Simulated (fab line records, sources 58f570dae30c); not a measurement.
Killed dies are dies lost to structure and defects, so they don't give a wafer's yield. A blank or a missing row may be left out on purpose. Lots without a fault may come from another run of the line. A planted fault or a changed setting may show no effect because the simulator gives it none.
Which tool did it? | flow berkeley_cmos170 | 14 lots, 42 wafers sampled, at 2 steps of a route of 331

WHAT THE GAUGES READ, wafer by wafer
UCB170_SPACER_THK_MEAS_01.
lot  | measured     | on            | SPACER_TEOS_THK (nm)
L133 | day 8 06:34  | film_metro-03 | 377 378 381
L134 | day 8 06:35  | film_metro-02 | 373 380 384
L132 | day 8 07:06  | film_metro-01 | 374 378 385
L135 | day 9 00:07  | film_metro-01 | 371 382 381
L136 | day 9 20:28  | film_metro-01 | 376 374 373
L137 | day 9 20:29  | film_metro-03 | 371 378 378
L140 | day 9 20:28  | film_metro-02 | 371 376 381
L139 | day 9 21:02  | film_metro-01 | 376 377 384
L141 | day 10 06:50 | film_metro-03 | 375 370 378
L148 | day 11 07:01 | film_metro-02 | 373 257 379
L151 | day 12 04:53 | film_metro-03 | 378 377 387
L150 | day 12 04:58 | film_metro-01 | 251 378 382
L152 | day 12 05:14 | film_metro-03 | 378 386 383
L155 | day 12 19:28 | film_metro-02 | 376 383 379

WHICH TOOL RAN EACH LOT (tool, then ch and the chambers of the sampled wafers, then the start)
lot  | UCB170_SPACER_CVD_00
L133 | pecvd-02 ch 0,1,2, day 8 06:30
L134 | pecvd-01 ch 0,1,2, day 8 06:32
L132 | pecvd-03 ch 0,1,2, day 8 07:04
L135 | pecvd-02 ch 0,1,2, day 9 00:04
L136 | pecvd-02 ch 0,1,2, day 9 20:26
L137 | pecvd-01 ch 0,1,2, day 9 20:26
L140 | pecvd-03 ch 1,2, day 9 20:26
L139 | pecvd-01 ch 0,1, day 9 20:58
L141 | pecvd-03 ch 0,2, day 10 06:47
L148 | pecvd-01 ch 0,1, day 11 06:58
L151 | pecvd-02 ch 0,2, day 12 04:50
L150 | pecvd-01 ch 1,2, day 12 04:55
L152 | pecvd-02 ch 0,2, day 12 05:11
L155 | pecvd-03 ch 0,1,2, day 12 19:25
- UCB170_SPACER_CVD_00: deposits SiO2 from TEOS/O2, target thk 376 nm, time 47 s.

WHAT THE TOOLS THEMSELVES READ (means of the sampled wafers that have a number; where no wafer has one, the mark that the record gives instead)
UCB170_SPACER_CVD_00.
lot  | tool     | heater_power_w (W)
L133 | pecvd-02 | 254
L134 | pecvd-01 | 269
L132 | pecvd-03 | 263
L135 | pecvd-02 | 284
L136 | pecvd-02 | 267
L137 | pecvd-01 | 276
L140 | pecvd-03 | 237
L139 | pecvd-01 | 252
L141 | pecvd-03 | 334
L148 | pecvd-01 | 301
L151 | pecvd-02 | 272
L150 | pecvd-01 | 238
L152 | pecvd-02 | 243
L155 | pecvd-03 | 272

THE ANSWER, worked out from the rows above alone
Rule: what is usual is taken from the lots themselves. Put in order of their means at a reading, lots are off if they are a third of the lots or fewer, leave a main group of 4 or more, and stand apart from it by a gap of 3 or more times the standard deviation of the main group's means; of several such gaps the widest counts. A main group whose means are all the same, to the digits that the tables above print for the reading, isn't used. A lot without any number at a reading at which 4 lots or more have one is off too. The other lots that the step has rows for count as sound. The gauges are gone through in route order, then the tools' own readings, and for those a lot's mean is taken as printed above. The first step at which some lot is off is used, and at that step the reading that is off furthest; a lot without a number counts as furthest.
Off: L148, L150, at UCB170_SPACER_THK_MEAS_01 (SPACER_TEOS_THK). The main group: mean 378 nm, standard deviation 2.4.
A tool fits if, at a process step before that reading, it ran every lot that is off, and no sound lot after the first of them. The gauges at UCB170_SPACER_THK_MEAS_01 are tried like those tools. One fits: pecvd-01 at UCB170_SPACER_CVD_00. Its last sound lot is L139 (day 9 20:58), its first lot that is off L148 (day 11 06:58): a fault that began between those two fits.

WHAT THE SIMULATOR HAD PUT IN
Process parameter drift: pecvd-01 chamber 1, from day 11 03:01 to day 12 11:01, at UCB170_SPACER_CVD_00. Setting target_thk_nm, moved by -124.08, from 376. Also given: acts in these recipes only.
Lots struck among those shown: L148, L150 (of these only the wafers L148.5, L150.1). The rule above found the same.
